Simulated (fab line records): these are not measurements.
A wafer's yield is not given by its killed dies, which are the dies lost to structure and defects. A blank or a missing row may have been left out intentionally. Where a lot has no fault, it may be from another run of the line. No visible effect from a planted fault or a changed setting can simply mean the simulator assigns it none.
fab line records + flow rit_cmos
record
- lots=14
- wafers=42
- last_day=7
route steps=202 shown PSD@150
lots that met no fault: taken from a fault-free run of the same line
start_h: the number of hours between the record's first day and the start of the first shown wafer of the lot + wait_h: hours since the lot's step before + " identical to the entry in the row above + L1.1+2: a single row standing in for several wafers + - value missing, or start not given + * or withheld: withheld + < > ~ a bound
route shown NAME@n: NAME is a module with steps in the file, n the number in the route of the first one + usual: mean/standard deviation taken from wafers without a fault + same: alike in all rows + chamber/n: place in a boat + sites: readings site by site + _std_site: standard deviation across them + _edge_site: inner sites' mean taken away from outer sites' mean + radius_mm: how far each site lies from the wafer's centre + mask NAME#n: copy n + behind: the last tool/chamber to shape the wafer + hold: what put the lot on hold/how long, in hours/how the hold closed + device: the n, p or np transistor that did not switch + end of line: at the end of the route, the tests of the same wafers + for a step that has no rows: nothing shown but its recipe + killed: dies that structure and defects cost at the first sort, which is not the same as the wafer's yield + map: shows each die of a wafer: x if killed, . if not, _ if none is there
set.NAME: the setting as run; set.NAME@STEP: as run at that earlier step + model.NAME: the simulator's own value behind a step, which no gauge read
steps of the route over a sample of lots; a table a step, a row a wafer
services: a tool's chamber out of use, with start hour (start_h, from the record's first day; less than 0 if before it), hours out, and reason
## steps
# step RIT_PSD_IMPLANT_08
# recipe
- species=BF2
- energy_kev=27
- dose_cm2=5e+15
- tilt_deg=7
# usual
- beam_on_s=13.1/1.2
- dose_ions_cm2=5e+15/4.7e+12
- end_station_pressure_torr=1.42e-05/1.3e-06
- faraday_current_uA=11838/1000
| lot.wafer | tool         | chamber | start_h | wait_h | beam_on_s | dose_ions_cm2 | end_station_pressure_torr | faraday_current_uA |
|-----------|--------------|---------|---------|--------|-----------|---------------|---------------------------|--------------------|
| L795.1    | implanter-01 | 0       | 59.62   | 0.1    | 13.6      | 4.989e+15     | 1.4e-05                   | 11236              |
| L795.4    | "            | 0       | "       | "      | 13.6      | 4.992e+15     | 1.48e-05                  | 11293              |
| L795.5    | "            | 0       | "       | "      | 13.3      | 5e+15         | 1.29e-05                  | 11514              |
| L796.1    | implanter-01 | 0       | 61.19   | 0.1    | 13.6      | 5.004e+15     | 1.39e-05                  | 11210              |
| L796.3    | "            | 0       | "       | "      | 13.6      | 5.001e+15     | 1.46e-05                  | 11259              |
| L796.6    | "            | 0       | "       | "      | 13.9      | 4.994e+15     | 1.46e-05                  | 10986              |
| L797.3    | implanter-03 | 0       | 65.76   | 0.1    | 12.0      | 4.998e+15     | 1.48e-05                  | 12811              |
| L797.4    | "            | 0       | "       | "      | 12.2      | 5.005e+15     | 1.36e-05                  | 12566              |
| L797.5    | "            | 0       | "       | "      | 12.0      | 5.007e+15     | 1.49e-05                  | 12750              |
| L803.1    | implanter-03 | 0       | 93.89   | 0.1    | 9.9       | 1.007e+15     | 7.5e-06                   | 3165               |
| L803.2    | "            | 0       | "       | "      | 10.1      | 9.99e+14      | 7.4e-06                   | 3107               |
| L803.3    | "            | 0       | "       | "      | 9.9       | 9.98e+14      | 7.8e-06                   | 3170               |
| L805.2    | implanter-03 | 0       | 105.18  | 0.1    | 9.8       | 9.92e+14      | 7.2e-06                   | 3186               |
| L805.3    | "            | 0       | "       | "      | 9.8       | 9.95e+14      | 7.2e-06                   | 3215               |
| L805.4    | "            | 0       | "       | "      | 10.0      | 9.96e+14      | 6.8e-06                   | 3128               |
| L808.2    | implanter-02 | 0       | 123.68  | 0.1    | 15.2      | 5.002e+15     | 1.15e-05                  | 10182              |
| L808.5    | "            | 0       | "       | "      | 14.8      | 4.995e+15     | 1.29e-05                  | 10413              |
| L808.6    | "            | 0       | "       | "      | 15.3      | 5.001e+15     | 1.35e-05                  | 10092              |
| L809.1    | implanter-01 | 0       | 135.45  | 0.1    | 13.2      | 4.994e+15     | 1.55e-05                  | 11575              |
| L809.5    | "            | 0       | "       | "      | 13.5      | 4.997e+15     | 1.32e-05                  | 11430              |
| L809.6    | "            | 0       | "       | "      | 13.5      | 4.997e+15     | 1.37e-05                  | 11358              |
| L810.1    | implanter-02 | 0       | 135.52  | 0.1    | 14.7      | 5.003e+15     | 1.17e-05                  | 10455              |
| L810.4    | "            | 0       | "       | "      | 14.3      | 5e+15         | 1.2e-05                   | 10785              |
| L810.5    | "            | 0       | "       | "      | 15.3      | 4.997e+15     | 1.29e-05                  | 10058              |
| L811.1    | implanter-01 | 0       | 138.39  | 0.1    | 13.0      | 5.001e+15     | 1.44e-05                  | 11791              |
| L811.3    | "            | 0       | "       | "      | 13.4      | 5.004e+15     | 1.38e-05                  | 11389              |
| L811.5    | "            | 0       | "       | "      | 13.1      | 5.002e+15     | 1.46e-05                  | 11673              |
| L814.1    | implanter-02 | 0       | 149.91  | 0.1    | 15.3      | 4.996e+15     | 1.25e-05                  | 10137              |
| L814.3    | "            | 0       | "       | "      | 14.8      | 4.992e+15     | 1.11e-05                  | 10382              |
| L814.5    | "            | 0       | "       | "      | 14.9      | 4.996e+15     | 1.29e-05                  | 10351              |
| L815.1    | implanter-03 | 0       | 155.29  | 0.1    | 12.1      | 5.009e+15     | 1.49e-05                  | 12615              |
| L815.5    | "            | 0       | "       | "      | 12.4      | 5.006e+15     | 1.36e-05                  | 12390              |
| L815.6    | "            | 0       | "       | "      | 12.3      | 5.004e+15     | 1.62e-05                  | 12498              |
| L816.2    | implanter-03 | 0       | 159.36  | 0.1    | 12.3      | 4.996e+15     | 1.58e-05                  | 12513              |
| L816.5    | "            | 0       | "       | "      | 12.1      | 5.004e+15     | 1.48e-05                  | 12506              |
| L816.6    | "            | 0       | "       | "      | 12.2      | 5.002e+15     | 1.5e-05                   | 12668              |
| L817.1    | implanter-03 | 0       | 162.19  | 0.1    | 12.5      | 5.004e+15     | 1.38e-05                  | 12320              |
| L817.2    | "            | 0       | "       | "      | 12.2      | 4.997e+15     | 1.36e-05                  | 12583              |
| L817.4    | "            | 0       | "       | "      | 12.0      | 4.996e+15     | 1.58e-05                  | 12806              |
| L818.4    | implanter-03 | 0       | 167.22  | 0.1    | 11.9      | 5.006e+15     | 1.41e-05                  | 12912              |
| L818.5    | "            | 0       | "       | "      | 12.1      | 5.005e+15     | 1.61e-05                  | 12730              |
| L818.6    | "            | 0       | "       | "      | 11.8      | 5.005e+15     | 1.6e-05                   | 12959              |
# step RIT_PSD_TW_MEAS_10
# usual
- PSD_TW=3418/27
| lot.wafer | tool          | chamber | start_h | wait_h | PSD_TW |
|-----------|---------------|---------|---------|--------|--------|
| L795.1    | film_metro-01 | -       | 59.95   | 0.1    | 3408   |
| L795.4    | "             | -       | "       | "      | 3406   |
| L795.5    | "             | -       | "       | "      | 3397   |
| L796.1    | film_metro-01 | -       | 61.51   | 0.1    | 3371   |
| L796.3    | "             | -       | "       | "      | 3372   |
| L796.6    | "             | -       | "       | "      | 3380   |
| L797.3    | film_metro-02 | -       | 66.16   | 0.1    | 3384   |
| L797.4    | "             | -       | "       | "      | 3352   |
| L797.5    | "             | -       | "       | "      | 3363   |
| L803.1    | film_metro-01 | -       | 94.21   | 0.1    | 2610   |
| L803.2    | "             | -       | "       | "      | 2603   |
| L803.3    | "             | -       | "       | "      | 2605   |
| L805.2    | film_metro-04 | -       | 105.49  | 0.1    | 2629   |
| L805.3    | "             | -       | "       | "      | 2627   |
| L805.4    | "             | -       | "       | "      | 2634   |
| L808.2    | film_metro-02 | -       | 124.13  | 0.1    | 3413   |
| L808.5    | "             | -       | "       | "      | 3397   |
| L808.6    | "             | -       | "       | "      | 3400   |
| L809.1    | film_metro-04 | -       | 135.78  | 0.1    | 3428   |
| L809.5    | "             | -       | "       | "      | 3449   |
| L809.6    | "             | -       | "       | "      | 3429   |
| L810.1    | film_metro-01 | -       | 135.84  | 0.1    | 3455   |
| L810.4    | "             | -       | "       | "      | 3442   |
| L810.5    | "             | -       | "       | "      | 3440   |
| L811.1    | film_metro-04 | -       | 138.71  | 0.1    | 3445   |
| L811.3    | "             | -       | "       | "      | 3464   |
| L811.5    | "             | -       | "       | "      | 3444   |
| L814.1    | film_metro-04 | -       | 150.23  | 0.1    | 3438   |
| L814.3    | "             | -       | "       | "      | 3438   |
| L814.5    | "             | -       | "       | "      | 3444   |
| L815.1    | film_metro-01 | -       | 155.61  | 0.1    | 3400   |
| L815.5    | "             | -       | "       | "      | 3393   |
| L815.6    | "             | -       | "       | "      | 3400   |
| L816.2    | film_metro-04 | -       | 159.67  | 0.1    | 3438   |
| L816.5    | "             | -       | "       | "      | 3447   |
| L816.6    | "             | -       | "       | "      | 3463   |
| L817.1    | film_metro-01 | -       | 162.52  | 0.1    | 3424   |
| L817.2    | "             | -       | "       | "      | 3421   |
| L817.4    | "             | -       | "       | "      | 3414   |
| L818.4    | film_metro-01 | -       | 167.50  | 0.1    | 3422   |
| L818.5    | "             | -       | "       | "      | 3410   |
| L818.6    | "             | -       | "       | "      | 3411   |
# step RIT_SDANNEAL_RS_MEAS_04
# recipe
- thk_meas_gauge=four-point-probe
# usual
- PSD_RS=115.8/0.34
| lot.wafer | tool          | chamber | start_h | wait_h | PSD_RS[ohm/sq] |
|-----------|---------------|---------|---------|--------|----------------|
| L795.1    | film_metro-04 | -       | 60.44   | 0.0    | 115.4          |
| L795.4    | "             | -       | "       | "      | 115.5          |
| L795.5    | "             | -       | "       | "      | 115.5          |
| L796.1    | film_metro-01 | -       | 62.00   | 0.0    | 115.6          |
| L796.3    | "             | -       | "       | "      | 115.4          |
| L796.6    | "             | -       | "       | "      | 115.5          |
| L797.3    | film_metro-04 | -       | 66.67   | 0.1    | 115.2          |
| L797.4    | "             | -       | "       | "      | 115.3          |
| L797.5    | "             | -       | "       | "      | 115.2          |
| L803.1    | film_metro-02 | -       | 94.70   | 0.0    | 153.5          |
| L803.2    | "             | -       | "       | "      | 152.8          |
| L803.3    | "             | -       | "       | "      | 153.5          |
| L805.2    | film_metro-02 | -       | 105.99  | 0.1    | 151.3          |
| L805.3    | "             | -       | "       | "      | 150.2          |
| L805.4    | "             | -       | "       | "      | 149.8          |
| L808.2    | film_metro-02 | -       | 124.63  | 0.1    | 115.5          |
| L808.5    | "             | -       | "       | "      | 115.5          |
| L808.6    | "             | -       | "       | "      | 115.8          |
| L809.1    | film_metro-04 | -       | 136.26  | 0.0    | 115.7          |
| L809.5    | "             | -       | "       | "      | 115.1          |
| L809.6    | "             | -       | "       | "      | 115.5          |
| L810.1    | film_metro-01 | -       | 136.33  | 0.0    | 115.8          |
| L810.4    | "             | -       | "       | "      | 116.0          |
| L810.5    | "             | -       | "       | "      | 115.6          |
| L811.1    | film_metro-02 | -       | 139.20  | 0.0    | 116.3          |
| L811.3    | "             | -       | "       | "      | 116.3          |
| L811.5    | "             | -       | "       | "      | 116.6          |
| L814.1    | film_metro-01 | -       | 150.81  | 0.1    | 115.9          |
| L814.3    | "             | -       | "       | "      | 116.0          |
| L814.5    | "             | -       | "       | "      | 116.1          |
| L815.1    | film_metro-01 | -       | 156.13  | 0.0    | 115.4          |
| L815.5    | "             | -       | "       | "      | 115.8          |
| L815.6    | "             | -       | "       | "      | 115.3          |
| L816.2    | film_metro-04 | -       | 160.19  | 0.1    | 115.1          |
| L816.5    | "             | -       | "       | "      | 115.3          |
| L816.6    | "             | -       | "       | "      | 115.3          |
| L817.1    | film_metro-01 | -       | 163.03  | 0.0    | 116.0          |
| L817.2    | "             | -       | "       | "      | 116.0          |
| L817.4    | "             | -       | "       | "      | 116.4          |
| L818.4    | film_metro-02 | -       | 168.03  | 0.1    | 116.2          |
| L818.5    | "             | -       | "       | "      | 116.1          |
| L818.6    | "             | -       | "       | "      | 115.8          |
## services
| tool         | chamber | start_h | hours | kind   |
|--------------|---------|---------|-------|--------|
| implanter-03 | -       | 55.08   | 1.5   | repair |
| implanter-01 | -       | 61.65   | 3.8   | repair |
| implanter-02 | -       | 86.02   | 6.0   | pm     |
| implanter-01 | -       | 107.75  | 3.4   | repair |
| implanter-01 | -       | 139.18  | 1.2   | repair |
| implanter-02 | -       | 163.53  | 1.4   | repair |
## key
first_sign
- step=RIT_PSD_IMPLANT_08
- reading=dose_ions_cm2
- direction=down
- sigmas=99+
- usual=5e+15
- struck=9.98e+14
effect
- step=RIT_PSD_IMPLANT_08
- reading=faraday_current_uA
- direction=down
- sigmas=8.6
- usual=11838
- struck=3162
effect
- step=RIT_PSD_TW_MEAS_10
- reading=PSD_TW
- direction=down
- sigmas=30
- usual=3418
- struck=2618
effect
- step=RIT_SDANNEAL_RS_MEAS_04
- reading=PSD_RS
- direction=up
- sigmas=99+
- usual=115.8
- struck=151.8
met_at RIT_PSD_IMPLANT_08
struck_lots L803,L805
tester_left_out L803,L805
onset_between 65.76 93.89
fault
- kind=process_parameter_drift
- tool=implanter-03
- chamber=-
- onset_h=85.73
- steps=RIT_PSD_IMPLANT_08
- channel=dose_cm2
- offset=-4e+15
- shape=step
- end_h=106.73
- acts_in=these_recipes_only
- stated=5e+15
# tester_left_out: of these lots the tester's yield and bins aren't shown, on N5 and GAA mostly nor the transistor test; their killed dies are dies lost to structure and defects alone, not to doping, threshold or leakage, so they don't give the yield
